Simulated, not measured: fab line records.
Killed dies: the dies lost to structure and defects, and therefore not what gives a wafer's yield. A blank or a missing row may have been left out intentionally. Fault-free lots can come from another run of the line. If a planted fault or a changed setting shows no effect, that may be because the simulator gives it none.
fab line records	flow berkeleyCmos170
[record] lots = 5	wafers = 23
route steps=331 shown ZERO@7 NWELL@18 ACTIVE@68 PFIELD@80 NVT@111 GATE@133
startH: the number of hours between the record's first day and the start of the first shown wafer of the lot	waitH: hours from the lot's prior step to this one	" unchanged from the row above	L1.1+2: a single row standing in for several wafers	- no value, or no start was given	* or withheld: withheld	< > ~ a bound
route shown NAME@n: NAME is a module with steps in the file, n the number in the route of the first one	usual: mean/standard deviation taken from wafers without a fault	same: alike in all rows	chamber/n: place in a boat	sites: the reading at each site	_std_site: standard deviation of those values	_edge_site: outer sites' mean less inner sites'	radiusMm: how far each site lies from the wafer's centre	mask NAME#n: copy n	behind: the last tool/chamber to shape the wafer	hold: why the lot went on hold/how many hours it stayed there/how the hold came to an end	device: the n, p or np transistor that did not switch	end of line: the route-end tests of the same wafers	a step given without rows: its recipe and nothing more	killed: dies lost to structure and defects at the first sort, not the wafer's yield	map: a wafer's dies, marking killed ones x, the rest . and places with no die _
set.NAME: the setting the step ran with; set.NAME@STEP: the setting that earlier step ran with	model.NAME: the simulator's own value behind a step, which no gauge read
lots with deliberately changed settings; one table per step, one row per wafer
[[steps]]
[step UCB170_ZERO_COAT_01]
[recipe] resist = KrF	spinRpm = 1500	resistThkNm = 900
lot.wafer	tool	chamber	startH	waitH	set.resistThkNm	model.KrF_of_ZERO_COAT_01.thkNm
L074.1	lithoTrack-02	0	16.93	0.1	900	894.2
L074.3	"	0	"	"	900	897.6
L074.4	"	0	"	"	875.1	870.8
L074.5	"	0	"	"	875.1	870.4
L074.6	"	0	"	"	875.1	871.5
L076.1	lithoTrack-03	0	26.54	0.1	900	906.6
L076.2	"	0	"	"	900	902.4
L076.3	"	0	"	"	900	905.1
L077.1	lithoTrack-02	0	39.92	0.1	900	898.7
L077.2	"	0	"	"	914.2	909.7
L077.4	"	0	"	"	900	899.9
L077.5	"	0	"	"	900	897.4
L077.6	"	0	"	"	914.2	913.7
L079.1	lithoTrack-03	0	40.04	0.1	881.8	884.9
L079.2	"	0	"	"	881.8	884
L079.4	"	0	"	"	900	905.5
L079.5	"	0	"	"	881.8	883.5
L079.6	"	0	"	"	900	904.4
L083.1	lithoTrack-03	0	64.98	0.1	900	900.1
L083.2	"	0	"	"	900	900.8
L083.3	"	0	"	"	900	903.1
L083.5	"	0	"	"	900	900.3
L083.6	"	0	"	"	900	902.7
[step UCB170_ZERO_SOFTBAKE_02]
[recipe] resist = KrF	tempC = 130	timeS = 60
[step UCB170_ZERO_EXPOSE_03]
[recipe] maskId = PM_MARKS	na = 0.5	sigmaOuter = 0.6	sourceShape = conventional	targetCdNm = 4000	doseMj = 30
[step UCB170_ZERO_DEVELOP_05]
[recipe] developer = TMAH	developTimeS = 45	resist = KrF	devTempC = 21
[step UCB170_ZERO_ETCH_06]
[recipe] chemistry = CHF3/CF4/Ar	target = SiO2	timeS = 12	pressureMtorr = 100	rfW = 500	CHF3_flow_sccm = 50	cf4FlowSccm = 10	Ar_flow_sccm = 120	overEtchFrac = 1.58
[step UCB170_ZERO_STRIP_07]
[recipe] chemistry = O2	powerW = 400	pressureMtorr = 3500	platenTempC = withheld	o2FlowSccm = 406.5	overashFraction = 0.5
[usual] stripTimeToEndpointS = 21.42/0.088
lot.wafer	tool	chamber	startH	waitH	set.resistThkNm@ZERO_COAT_01	stripTimeToEndpointS
L074.1	plasmaAsher-01	1	17.89	0.0	900	21.30
L074.3	"	1	"	"	900	21.38
L074.4	"	0	"	"	875.1	20.73
L074.5	"	0	"	"	875.1	20.71
L074.6	"	1	"	"	875.1	20.74
L076.1	plasmaAsher-04	0	27.90	0.0	900	21.60
L076.2	"	1	"	"	900	21.50
L076.3	"	0	"	"	900	21.55
L077.1	plasmaAsher-01	1	41.42	0.0	900	21.39
L077.2	"	0	"	"	914.2	21.67
L077.4	"	1	"	"	900	21.42
L077.5	"	0	"	"	900	21.38
L077.6	"	1	"	"	914.2	21.75
L079.1	plasmaAsher-04	1	41.54	0.0	881.8	21.07
L079.2	"	0	"	"	881.8	21.04
L079.4	"	0	"	"	900	21.58
L079.5	"	1	"	"	881.8	21.05
L079.6	"	0	"	"	900	21.52
L083.1	plasmaAsher-01	1	66.67	0.0	900	21.43
L083.2	"	0	"	"	900	21.45
L083.3	"	0	"	"	900	21.52
L083.5	"	0	"	"	900	21.45
L083.6	"	1	"	"	900	21.51
[step UCB170_NWELL_CVD_04]
[recipe] material = Si3N4	targetThkNm = 224	tempC = 800	precursor = SiH2Cl2/NH3	timeS = 3360	pressureMtorr = 200	sih2cl2FlowSccm = 25	nh3FlowSccm = 75
lot.wafer	tool	chamber	startH	waitH	set.timeS	model.Si3N4_of_NWELL_CVD_04.thkNm
L074.1	-	-	-	0.0	3360	223
L074.3	"	-	"	"	3360	223.9
L074.4	"	-	"	"	3360	223.3
L074.5	"	-	"	"	3360	223.5
L074.6	"	-	"	"	3360	223.4
L076.1+3	lpcvd-02	1	41.02	0.0	3360	226.4
L076.2	"	1	"	"	3360	225.1
L077.1	-	-	-	0.5	3859	262.6
L077.2	"	-	"	"	3859	259.7
L077.4	"	-	"	"	3859	263.3
L077.5	"	-	"	"	3859	261.7
L077.6	"	-	"	"	3859	261.4
L079.1	-	-	-	0.5	3360	224.2
L079.2	"	-	"	"	3360	224
L079.4	"	-	"	"	3360	224.7
L079.5	"	-	"	"	3360	226.3
L079.6	"	-	"	"	3360	225.6
L083.1	-	-	-	0.0	3579	242
L083.2	"	-	"	"	3579	242.6
L083.3	"	-	"	"	3579	241.3
L083.5	"	-	"	"	3579	243
L083.6	"	-	"	"	3579	242.1
[step UCB170_NWELL_THK_MEAS_05]
[recipe] reads = Si3N4_of_NWELL_CVD_04
[usual] NWELL_NITRIDE_THK = 226.2/1.8
lot.wafer	tool	chamber	startH	waitH	set.timeS@NWELL_CVD_04	NWELL_NITRIDE_THK[nm]
L074.1	filmMetro-01	-	-	-	3360	223.1
L074.3	"	-	"	"	3360	223.9
L074.4	"	-	"	"	3360	223.3
L074.5	"	-	"	"	3360	223.5
L074.6	"	-	"	"	3360	223.4
L076.1	filmMetro-02	-	42.95	0.0	3360	226.6
L076.2	"	-	"	"	3360	224.9
L076.3	"	-	"	"	3360	226.5
L077.1	filmMetro-01	-	-	-	3859	262.8
L077.2	"	-	"	"	3859	259.9
L077.4	"	-	"	"	3859	263.4
L077.5	"	-	"	"	3859	261.7
L077.6	"	-	"	"	3859	261.4
L079.1	filmMetro-03	-	-	-	3360	224.1
L079.2	"	-	"	"	3360	224.1
L079.4	"	-	"	"	3360	224.7
L079.5	"	-	"	"	3360	226.3
L079.6	"	-	"	"	3360	225.7
L083.1	filmMetro-02	-	-	-	3579	241.9
L083.2	"	-	"	"	3579	242.7
L083.3	"	-	"	"	3579	241.4
L083.5	"	-	"	"	3579	243.0
L083.6	"	-	"	"	3579	242.1
[step UCB170_NWELL_IMPLANT_14]
[recipe] species = P	doseCm2 = 1e+13	energyKev = 150	tiltDeg = 7
lot.wafer	tool	chamber	startH	waitH	set.doseCm2
L074.1+3+4	implanter-04	0	29.52	0.1	1e+13
L074.5+6	"	0	"	"	9.311e+12
L076.1+2+3	implanter-02	0	44.11	0.1	1e+13
L077.1+6	implanter-04	0	53.29	0.1	9.658e+12
L077.2+4+5	"	0	"	"	1e+13
L079.1+5+6	implanter-01	0	53.84	0.1	1e+13
L079.2+4	"	0	"	"	1.065e+13
L083.1+2+6	implanter-02	0	83.08	0.1	1e+13
L083.3+5	"	0	"	"	9.78e+12
[step UCB170_NWELL_STRIP_15]
[recipe] chemistry = O2	powerW = 400	pressureMtorr = 3500	platenTempC = withheld	o2FlowSccm = 400	overashFraction = 0.5
[step UCB170_NWELL_TW_MEAS_16]
[usual] NWELL_TW = 1252/10
lot.wafer	tool	chamber	startH	waitH	set.doseCm2@NWELL_IMPLANT_14	NWELL_TW
L074.1	filmMetro-01	-	29.77	0.1	1e+13	1251
L074.3	"	-	"	"	1e+13	1256
L074.4	"	-	"	"	1e+13	1263
L074.5	"	-	"	"	9.311e+12	1232
L074.6	"	-	"	"	9.311e+12	1231
L076.1	filmMetro-01	-	44.36	0.1	1e+13	1265
L076.2	"	-	"	"	1e+13	1252
L076.3	"	-	"	"	1e+13	1256
L077.1	filmMetro-01	-	53.54	0.1	9.658e+12	1246
L077.2	"	-	"	"	1e+13	1258
L077.4	"	-	"	"	1e+13	1260
L077.5	"	-	"	"	1e+13	1256
L077.6	"	-	"	"	9.658e+12	1241
L079.1	filmMetro-03	-	54.09	0.1	1e+13	1244
L079.2	"	-	"	"	1.065e+13	1267
L079.4	"	-	"	"	1.065e+13	1272
L079.5	"	-	"	"	1e+13	1232
L079.6	"	-	"	"	1e+13	1243
L083.1	filmMetro-02	-	83.33	0.1	1e+13	1257
L083.2	"	-	"	"	1e+13	1257
L083.3	"	-	"	"	9.78e+12	1250
L083.5	"	-	"	"	9.78e+12	1252
L083.6	"	-	"	"	1e+13	1261
[step UCB170_ACTIVE_COAT_08]
[recipe] resist = KrF	spinRpm = 1500	resistThkNm = 900
lot.wafer	tool	chamber	startH	waitH	set.resistThkNm	model.KrF_of_ACTIVE_COAT_08.thkNm
L074.1	lithoTrack-04	0	83.36	0.1	900	902.4
L074.3	"	0	"	"	900	902.6
L074.4	"	0	"	"	847.9	853.3
L074.5	"	0	"	"	900	901.2
L074.6	"	0	"	"	847.9	848.8
L076.1	lithoTrack-04	0	98.52	0.1	900	902.3
L076.2	"	0	"	"	900	906
L076.3	"	0	"	"	900	902.7
L079.1	lithoTrack-03	0	107.98	0.1	863.5	867.1
L079.2	"	0	"	"	900	902.9
L079.4	"	0	"	"	900	900.5
L079.5	"	0	"	"	863.5	865.7
L079.6	"	0	"	"	900	901.2
L077.1	lithoTrack-04	0	113.18	0.1	900	902.3
L077.2	"	0	"	"	900	900.7
L077.4	"	0	"	"	929.8	935
L077.5	"	0	"	"	929.8	932.3
L077.6	"	0	"	"	900	903.3
L083.1	lithoTrack-02	0	139.71	0.1	900	901
L083.2	"	0	"	"	900	901.6
L083.3	"	0	"	"	900	903.1
L083.5	"	0	"	"	900	902.7
L083.6	"	0	"	"	900	903.2
[step UCB170_ACTIVE_SOFTBAKE_09]
[recipe] resist = KrF	tempC = 130	timeS = 57.14
[step UCB170_ACTIVE_EXPOSE_10]
[recipe] maskId = ACTIVE	targetCdNm = 1200	na = 0.5	sigmaOuter = 0.6	sourceShape = conventional	doseMj = 20
[step UCB170_ACTIVE_ETCH_15]
[recipe] chemistry = CH3F/Ar/O2	target = Si3N4	stopOn = SiO2	CH3F_flow_sccm = 20	Ar_flow_sccm = 50	O2_flow_sccm = 7	pressureMtorr = 50	rfW = 450	targetDepthA = 2420	overEtchFrac = 0.1	timeS = 151
lot.wafer	tool	chamber	startH	waitH	set.resistThkNm@ACTIVE_COAT_08	model.KrF_of_ACTIVE_COAT_08.thkNm
L074.1	rieDiel-01	1	84.93	0.0	900	730.1
L074.3	"	2	"	"	900	726.7
L074.4	"	3	"	"	847.9	678.2
L074.5	"	2	"	"	900	723.4
L074.6	"	1	"	"	847.9	675.1
L076.1	rieDiel-03	1	99.55	0.0	900	724.3
L076.2	"	0	"	"	900	731.2
L076.3	"	3	"	"	900	730.2
L079.1	rieDiel-04	3	108.95	0.0	863.5	694
L079.2	"	1	"	"	900	727.3
L079.4	"	2	"	"	900	723.1
L079.5	"	3	"	"	863.5	691.1
L079.6	"	0	"	"	900	730
L077.1	rieDiel-03	1	114.03	0.0	900	725.6
L077.2	"	3	"	"	900	727.4
L077.4	"	0	"	"	929.8	760.7
L077.5	"	3	"	"	929.8	758.5
L077.6	"	1	"	"	900	726.9
L083.1	rieDiel-04	2	140.72	0.0	900	723.7
L083.2	"	1	"	"	900	726.2
L083.3	"	3	"	"	900	730.6
L083.5	"	2	"	"	900	724.2
L083.6	"	1	"	"	900	727.9
[step UCB170_ACTIVE_STRIP_16]
[recipe] chemistry = O2	powerW = 400	pressureMtorr = 3500	platenTempC = withheld	o2FlowSccm = 400	overashFraction = 0.5
[usual] stripTimeToEndpointS = 18.12/0.087
lot.wafer	tool	chamber	startH	waitH	set.resistThkNm@ACTIVE_COAT_08	stripTimeToEndpointS
L074.1	plasmaAsher-02	1	85.03	0.1	900	18.24
L074.3	"	0	"	"	900	18.16
L074.4	"	1	"	"	847.9	16.98
L074.5	"	0	"	"	900	18.05
L074.6	"	1	"	"	847.9	16.89
L076.1	plasmaAsher-02	0	99.66	0.1	900	18.08
L076.2	"	1	"	"	900	18.26
L076.3	"	1	"	"	900	18.22
L079.1	plasmaAsher-02	0	109.05	0.1	863.5	17.37
L079.2	"	1	"	"	900	18.14
L079.4	"	1	"	"	900	18.06
L079.5	"	1	"	"	863.5	17.28
L079.6	"	0	"	"	900	18.24
L077.1	plasmaAsher-02	1	114.13	0.1	900	18.10
L077.2	"	0	"	"	900	18.15
L077.4	"	0	"	"	929.8	18.94
L077.5	"	1	"	"	929.8	18.88
L077.6	"	0	"	"	900	18.14
L083.1	plasmaAsher-02	0	140.82	0.1	900	18.08
L083.2	"	1	"	"	900	18.13
L083.3	"	0	"	"	900	18.24
L083.5	"	0	"	"	900	18.07
L083.6	"	1	"	"	900	18.17
[step UCB170_PFIELD_COAT_01]
[recipe] resist = KrF	spinRpm = 1500	resistThkNm = 900
lot.wafer	tool	chamber	startH	waitH	set.resistThkNm	model.KrF_of_PFIELD_COAT_01.thkNm
L074.1	lithoTrack-01	0	85.65	0.1	848.7	847.9
L074.3	"	0	"	"	900	902.8
L074.4	"	0	"	"	900	904.4
L074.5	"	0	"	"	900	900.5
L074.6	"	0	"	"	848.7	849.6
L076.1	lithoTrack-03	0	100.60	0.1	900	900.6
L076.2	"	0	"	"	900	900.2
L076.3	"	0	"	"	900	903.7
L079.1	lithoTrack-01	0	109.61	0.1	934.4	934.5
L079.2	"	0	"	"	900	901
L079.4	"	0	"	"	934.4	936.3
L079.5	"	0	"	"	934.4	932.6
L079.6	"	0	"	"	900	901.7
L077.1+5	lithoTrack-02	0	116.66	0.1	900	903.7
L077.2	"	0	"	"	900	901.4
L077.4	"	0	"	"	852.5	852.3
L077.6	"	0	"	"	852.5	854
L083.1	lithoTrack-01	0	141.36	0.1	871.9	872.5
L083.2	"	0	"	"	900	899.5
L083.3	"	0	"	"	900	898.2
L083.5	"	0	"	"	871.9	871
L083.6	"	0	"	"	900	896.8
[step UCB170_PFIELD_IMPLANT_07]
[recipe] species = B	doseCm2 = 2e+13	energyKev = 80	tiltDeg = 7
lot.wafer	tool	chamber	startH	waitH	set.energyKev	model.implant.drpNm
L074.1+4+5	implanter-03	0	86.57	0.0	80	74.86
L074.3+6	"	0	"	"	81.77	75.63
L076.1+2+3	implanter-01	0	101.81	0.0	80	74.86
L079.1+2+5	implanter-01	0	110.50	0.0	80	74.86
L079.4+6	"	0	"	"	81.68	75.6
L077.1+5+6	implanter-01	0	117.73	0.0	78.11	74
L077.2+4	"	0	"	"	80	74.86
L083.1+2+3+5+6	implanter-04	0	142.42	0.0	80	74.86
[step UCB170_PFIELD_STRIP_08]
[recipe] chemistry = O2	powerW = 400	pressureMtorr = 3500	platenTempC = withheld	o2FlowSccm = 400	overashFraction = 0.5
[usual] stripTimeToEndpointS = 21.63/0.056
lot.wafer	tool	chamber	startH	waitH	set.resistThkNm@PFIELD_COAT_01	stripTimeToEndpointS
L074.1	plasmaAsher-01	0	86.72	0.1	848.7	20.38
L074.3	"	0	"	"	900	21.70
L074.4	"	1	"	"	900	21.74
L074.5	"	0	"	"	900	21.64
L074.6	"	1	"	"	848.7	20.41
L076.1	plasmaAsher-01	1	101.96	0.1	900	21.63
L076.2	"	0	"	"	900	21.65
L076.3	"	1	"	"	900	21.71
L079.1	plasmaAsher-01	0	110.65	0.1	934.4	22.45
L079.2	"	1	"	"	900	21.64
L079.4	"	1	"	"	934.4	22.52
L079.5	"	0	"	"	934.4	22.41
L079.6	"	1	"	"	900	21.66
L077.1	plasmaAsher-03	0	117.88	0.1	900	21.71
L077.2	"	1	"	"	900	21.65
L077.4	"	1	"	"	852.5	20.49
L077.5	"	1	"	"	900	21.72
L077.6	"	0	"	"	852.5	20.52
L083.1	plasmaAsher-01	1	142.57	0.1	871.9	20.98
L083.2	"	0	"	"	900	21.60
L083.3	"	1	"	"	900	21.58
L083.5	"	0	"	"	871.9	20.92
L083.6	"	1	"	"	900	21.55
[step UCB170_NVT_IMPLANT_07]
[recipe] species = BF2	doseCm2 = 3e+12	energyKev = 50	tiltDeg = 7
lot.wafer	tool	chamber	startH	waitH	set.doseCm2
L074.1+3+4	implanter-03	0	121.12	0.1	3e+12
L074.5+6	"	0	"	"	2.848e+12
L076.1+2+3	implanter-04	0	137.88	0.0	3e+12
L079.1+2	implanter-04	0	149.54	0.0	3.167e+12
L079.4+5+6	"	0	"	"	3e+12
L077.1+2+4+5+6	implanter-03	0	149.78	0.0	3e+12
L083.1+2+3+5+6	implanter-02	0	177.33	0.0	3e+12
[step UCB170_NVT_STRIP_08]
[recipe] chemistry = O2	powerW = 400	pressureMtorr = 3500	platenTempC = withheld	o2FlowSccm = 400	overashFraction = 0.5
[step UCB170_NVT_TW_MEAS_09]
[usual] NVT_TW = 529/4
lot.wafer	tool	chamber	startH	waitH	set.doseCm2@NVT_IMPLANT_07	NVT_TW
L074.1	filmMetro-02	-	121.37	0.1	3e+12	526
L074.3	"	-	"	"	3e+12	528
L074.4	"	-	"	"	3e+12	529
L074.5	"	-	"	"	2.848e+12	518
L074.6	"	-	"	"	2.848e+12	519
L076.1	filmMetro-01	-	138.13	0.1	3e+12	530
L076.2	"	-	"	"	3e+12	528
L076.3	"	-	"	"	3e+12	529
L079.1	filmMetro-01	-	149.79	0.1	3.167e+12	541
L079.2	"	-	"	"	3.167e+12	543
L079.4	"	-	"	"	3e+12	532
L079.5	"	-	"	"	3e+12	533
L079.6	"	-	"	"	3e+12	533
L077.1	filmMetro-01	-	150.03	0.1	3e+12	531
L077.2	"	-	"	"	3e+12	536
L077.4	"	-	"	"	3e+12	534
L077.5	"	-	"	"	3e+12	531
L077.6	"	-	"	"	3e+12	534
L083.1	filmMetro-03	-	177.58	0.1	3e+12	523
L083.2	"	-	"	"	3e+12	522
L083.3	"	-	"	"	3e+12	525
L083.5	"	-	"	"	3e+12	525
L083.6	"	-	"	"	3e+12	523
[step UCB170_GATE_COAT_07]
[recipe] resist = KrF	spinRpm = 1500	resistThkNm = 900
lot.wafer	tool	chamber	startH	waitH	set.spinRpm	model.KrF_of_GATE_COAT_07.thkNm
L074.1	lithoTrack-04	0	-	-	1500	900.3
L074.3	"	0	"	"	1452	914.1
L074.4	"	0	"	"	1452	913.8
L074.5	"	0	"	"	1500	897.6
L074.6	"	0	"	"	1500	897.8
L076.1	lithoTrack-02	0	-	-	1500	902.2
L076.2	"	0	"	"	1500	906.1
L076.3	"	0	"	"	1500	904.8
L079.1	lithoTrack-03	0	-	-	1500	898.7
L079.2	"	0	"	"	1500	899.2
L079.4	"	0	"	"	1500	897.8
L079.5	"	0	"	"	1500	899
L079.6	"	0	"	"	1500	896.1
L077.1	lithoTrack-02	0	-	-	1500	905.8
L077.2	"	0	"	"	1500	903.9
L077.4	"	0	"	"	1500	901.9
L077.5	"	0	"	"	1500	904.5
L077.6	"	0	"	"	1500	906.1
L083.1+3	lithoTrack-04	0	-	-	1405	930.3
L083.2	"	0	"	"	1500	898.7
L083.5	"	0	"	"	1500	898.9
L083.6	"	0	"	"	1500	897.5
[step UCB170_GATE_SOFTBAKE_08]
[recipe] resist = KrF	tempC = 130	timeS = 60
[step UCB170_GATE_EXPOSE_09]
[recipe] maskId = POLY	targetCdNm = 350	na = 0.5	sigmaOuter = 0.6	sourceShape = conventional	doseMj = 21
[step UCB170_GATE_ETCH_14]
[recipe] chemistry = N2/H2	targetDepthA = withheld	overetchA = withheld	target = BARC	timeS = withheld	sourceW = 500	biasW = 100	pressureMtorr = 30	n2FlowSccm = 100	h2FlowSccm = 200
[step UCB170_GATE_ETCH_15]
[recipe] chemistry = HBr/Cl2	target = poly-Si	stopOn = SiO2	overEtchFrac = 0.3	icpW = 300	biasW = 150	timeS = 56.3	pressureMtorr = 15	HBr_flow_sccm = 150	Cl2_flow_sccm = 50	targetDepthA = 2782
lot.wafer	tool	chamber	startH	waitH	set.spinRpm@GATE_COAT_07	model.KrF_of_GATE_COAT_07.thkNm
L074.1	rieSi-02	1	143.50	-	1500	777.5
L074.3	"	3	"	"	1452	791.9
L074.4	"	1	"	"	1452	791.2
L074.5	"	3	"	"	1500	775.3
L074.6	"	0	"	"	1500	775.1
L076.1	rieSi-02	1	154.81	-	1500	779.1
L076.2	"	3	"	"	1500	783.7
L076.3	"	0	"	"	1500	781.7
L079.1	rieSi-01	1	167.72	-	1500	775.9
L079.2	"	2	"	"	1500	774.3
L079.4	"	1	"	"	1500	775.7
L079.5	"	2	"	"	1500	775.3
L079.6	"	0	"	"	1500	773.1
L077.1	rieSi-01	0	168.05	-	1500	783.1
L077.2	"	2	"	"	1500	779.6
L077.4	"	1	"	"	1500	779.7
L077.5	"	2	"	"	1500	781
L077.6	"	0	"	"	1500	783
L083.1	rieSi-02	1	194.51	-	1405	808.2
L083.2	"	3	"	"	1500	775.8
L083.3	"	0	"	"	1405	807.4
L083.5	"	3	"	"	1500	775.3
L083.6	"	1	"	"	1500	774
[[key]]
[split] step = UCB170_ZERO_COAT_01	setting = resistThkNm	stated = 900	by = wafer
[response] step = UCB170_ZERO_COAT_01	reading = model.KrF_of_ZERO_COAT_01.thkNm	change = +9.26	per = 1%	r = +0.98
[response] step = UCB170_ZERO_STRIP_07	reading = stripTimeToEndpointS	change = *	per = 1%	r = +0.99
[split] step = UCB170_NWELL_CVD_04	setting = timeS	stated = 3360	by = lot
[response] step = UCB170_NWELL_CVD_04	reading = model.Si3N4_of_NWELL_CVD_04.thkNm	change = +2.52	per = 1%	r = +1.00
[response] step = UCB170_NWELL_THK_MEAS_05	reading = NWELL_NITRIDE_THK	change = +2.52	per = 1%	r = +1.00
[split] step = UCB170_NWELL_IMPLANT_14	setting = doseCm2	stated = 1e+13	by = wafer
[response] step = UCB170_NWELL_TW_MEAS_16	reading = NWELL_TW	change = +4.09	per = 1%	r = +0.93
[split] step = UCB170_ACTIVE_COAT_08	setting = resistThkNm	stated = 900	by = wafer
[response] step = UCB170_ACTIVE_COAT_08	reading = model.KrF_of_ACTIVE_COAT_08.thkNm	change = +8.9	per = 1%	r = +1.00
[response] step = UCB170_ACTIVE_ETCH_15	reading = model.KrF_of_ACTIVE_COAT_08.thkNm	change = +8.83	per = 1%	r = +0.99
[response] step = UCB170_ACTIVE_STRIP_16	reading = stripTimeToEndpointS	change = *	per = 1%	r = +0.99
[split] step = UCB170_PFIELD_COAT_01	setting = resistThkNm	stated = 900	by = wafer
[response] step = UCB170_PFIELD_COAT_01	reading = model.KrF_of_PFIELD_COAT_01.thkNm	change = +9.19	per = 1%	r = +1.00
[response] step = UCB170_PFIELD_STRIP_08	reading = stripTimeToEndpointS	change = *	per = 1%	r = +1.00
[split] step = UCB170_PFIELD_IMPLANT_07	setting = energyKev	stated = 80	by = wafer
[response] step = UCB170_PFIELD_IMPLANT_07	reading = model.implant.drpNm	change = +0.356	per = 1%	r = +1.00
[split] step = UCB170_NVT_IMPLANT_07	setting = doseCm2	stated = 3e+12	by = wafer
[response] step = UCB170_NVT_TW_MEAS_09	reading = NVT_TW	change = +1.72	per = 1%	r = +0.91
[split] step = UCB170_GATE_COAT_07	setting = spinRpm	stated = 1500	by = wafer
[response] step = UCB170_GATE_COAT_07	reading = model.KrF_of_GATE_COAT_07.thkNm	change = -5	per = 1%	r = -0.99
[response] step = UCB170_GATE_ETCH_15	reading = model.KrF_of_GATE_COAT_07.thkNm	change = -5.11	per = 1%	r = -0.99
